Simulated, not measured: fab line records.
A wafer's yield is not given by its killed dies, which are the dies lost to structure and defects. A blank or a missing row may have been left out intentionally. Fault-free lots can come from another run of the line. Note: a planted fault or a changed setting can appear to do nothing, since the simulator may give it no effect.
Code-filled problem report in 8D (eight disciplines) form -- flow berkeley-cmos170 -- the parts of the form that need people (team, actions taken, sign-off) are left out

## 1. WHAT IS WRONG
PVT_OVL at UCB170_PVT_OVL_MEAS_06 reads a mean of 480 nm on 6 wafers of 2 lots; wafers without a fault read 1 nm with a standard deviation of 5.3. That puts it +90 standard deviations away from the usual mean.
Seen first at day 10 15:47 on overlay-01, wafer L569.4. Wafers with a number at this step in the record: 42, from 14 lots. The rule behind "out" and "out of limits": a value lying over 4 standard deviations away from the usual mean. The other wafers with a number count as sound.

## 2. WHAT IT IS, WHAT IT ISN'T
question,is,is not
which readings at this step,PVT_OVL,-
which lots,"L569, L570","L554, L555, L557, L558, L559, L560, L561, L562, L563, L566, L568, L572"
which wafers of those lots,all that have a number,-
read on which gauges,overlay-01,overlay-02
when,from day 10 15:47,up to then (33 sound wafers); but 3 sound wafers of L572 came after

## 3. WHAT RULES OUT EACH SUSPECT
Counting: a tool stays on the suspect list if, at a process step up to the reading, it processed all lots that are out and no sound lot following the first of them.
- the gauge at UCB170_PVT_OVL_MEAS_06: kept. All the wafers that are out were read on overlay-01, and no step on other tools shows them out.
- krf-scanner-02 at UCB170_PVT_EXPOSE_03 (exposes mask NWELL, target cd 3000 nm): kept. It processed each lot that is out, first L569 at day 10 15:26, and no sound lot thereafter; up to then, the last sound lot it processed was L568 at day 9 22:05.
What counting leaves: krf-scanner-02 at UCB170_PVT_EXPOSE_03 and overlay-01 at UCB170_PVT_OVL_MEAS_06.

## 4. THE CAUSE (what the simulator had put in)
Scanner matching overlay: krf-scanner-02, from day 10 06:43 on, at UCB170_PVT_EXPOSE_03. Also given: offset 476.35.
Counting left 2 suspects, and this tool is among them.

## 5. THE EFFECT CHAIN, in route order
Each row: a reading whose mean over the struck wafers that have a number lies more than 3 standard deviations from the usual. Only readings whose record carries a usual standard deviation are examined. hours: median over the lots of the time between each lot's start at the first step of this table that gives one and its start at this step. sigmas: the change, counted in usual standard deviations.
hours,step,reading,usual,on struck wafers,change,sigmas
0,UCB170_PVT_OVL_MEAS_06,PVT_OVL,1 nm,480,+479,+90

## 6. HOW IT WOULD HAVE BEEN CAUGHT EARLIER
9 hours passed between the start of the fault at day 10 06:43 and the first reading out of limits at a measuring or inspecting step in this record, taken at day 10 15:47.
Of the lots that are out (2), L570 began UCB170_PVT_EXPOSE_03 on krf-scanner-02 after day 10 15:47. Holding the tool at that time would have saved it.
